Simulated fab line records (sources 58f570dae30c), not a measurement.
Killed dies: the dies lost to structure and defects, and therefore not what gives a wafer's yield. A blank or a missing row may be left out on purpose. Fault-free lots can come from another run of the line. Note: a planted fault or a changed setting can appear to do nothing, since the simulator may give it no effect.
Problem report, 8D (eight disciplines) form, completed by code -- flow berkeley_cmos170 -- the parts of the form that need people (team, actions taken, sign-off) are left out

1. THE PROBLEM
Across 6 wafers from 2 lots, NLDD_TW at UCB170_NLDD_TW_MEAS_11 averages 2084, while fault-free wafers read 2227 with a standard deviation of 13. That puts it -11 standard deviations away from the usual mean.
First seen on wafer L320.1, day 9 12:05, on film_metro-01. Wafers with a number at this step in the record: 42, from 14 lots. By rule, "out" or "out of limits" means more than 4 standard deviations away from the usual mean. All remaining wafers that have a number are taken as sound.

2. WHAT IT IS AND WHAT IT IS NOT
question,is,is not
which readings at this step,NLDD_TW,-
which lots,"L320, L325","L306, L307, L308, L310, L312, L313, L314, L316, L324, L326, L327, L328"
which wafers of those lots,all that have a number,-
read on which gauges,film_metro-01,"film_metro-03, film_metro-04"
when,from day 9 12:05,"up to then (24 sound wafers); but 12 sound wafers of L324, L326, L327, L328 came after"

3. SUSPECTS, AND WHAT RULES EACH OUT
Counting: a tool at any process step up to the reading remains a suspect when it ran all the lots that are out and ran no sound lot after the first of those.
- the gauge at UCB170_NLDD_TW_MEAS_11: ruled out. All the wafers that are out were read on film_metro-01, but those of them that UCB170_NLDD_IMPLANT_09 has rows for are out there too, on other tools.
- implanter-03 at UCB170_NLDD_IMPLANT_09: kept. It processed each lot that is out, first L320 at day 9 11:50, and no sound lot thereafter; up to then, the last sound lot it processed was L314 at day 8 12:37. Its own readings are out on those wafers: dose_ions_cm2, faraday_current_uA.
The count leaves implanter-03 at UCB170_NLDD_IMPLANT_09.

4. THE CAUSE (what the simulator had put in)
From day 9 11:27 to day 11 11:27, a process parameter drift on implanter-03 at UCB170_NLDD_IMPLANT_09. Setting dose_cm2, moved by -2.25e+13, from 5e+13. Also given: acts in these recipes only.
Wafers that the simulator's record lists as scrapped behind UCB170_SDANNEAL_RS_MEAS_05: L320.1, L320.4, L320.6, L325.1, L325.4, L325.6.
The count eliminated every tool but this one.

5. SEQUENCE OF EFFECTS, ordered by route
One row per reading whose mean, taken over the struck wafers that have a number, lies over 3 standard deviations from the usual. Readings are gone through only where the record gives a usual standard deviation; hours: the median, over the lots, of the time from a lot's start at the first step in this table giving one to that lot's start at this step; sigmas: the change measured in usual standard deviations.
hours,step,reading,usual,on struck wafers,change,sigmas
0,UCB170_NLDD_IMPLANT_09,dose_ions_cm2,4.999e+13,2.754e+13,-2.244e+13,-99 or more
0,UCB170_NLDD_IMPLANT_09,faraday_current_uA,159,87,-72,-21
0,UCB170_NLDD_TW_MEAS_11,NLDD_TW,2227,2084,-142,-11
11,UCB170_SDANNEAL_RS_MEAS_05,NLDD_RS,615.7 ohm/sq,729.8,+114.1,+67
It contains these process steps:
- UCB170_NLDD_IMPLANT_09
Later steps that measure or inspect, where all struck wafers having a row at the step show a number for every such reading and not one has moved that far: UCB170_SDANNEAL_RS_MEAS_04.

6. HOW IT WOULD HAVE BEEN CAUGHT EARLIER
In this record the first reading out of limits at a measuring or inspecting step was taken at day 9 12:05, 1 hour after the fault began at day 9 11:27.
The tool's own readings at UCB170_NLDD_IMPLANT_09 were out on every struck wafer that the step has a row for (dose_ions_cm2, faraday_current_uA): an alarm limit on them would have fired on the first of those.
Lots out: 2; of these, L325 started UCB170_NLDD_IMPLANT_09 on implanter-03 after day 9 12:05. Holding the tool at that time would have saved it.
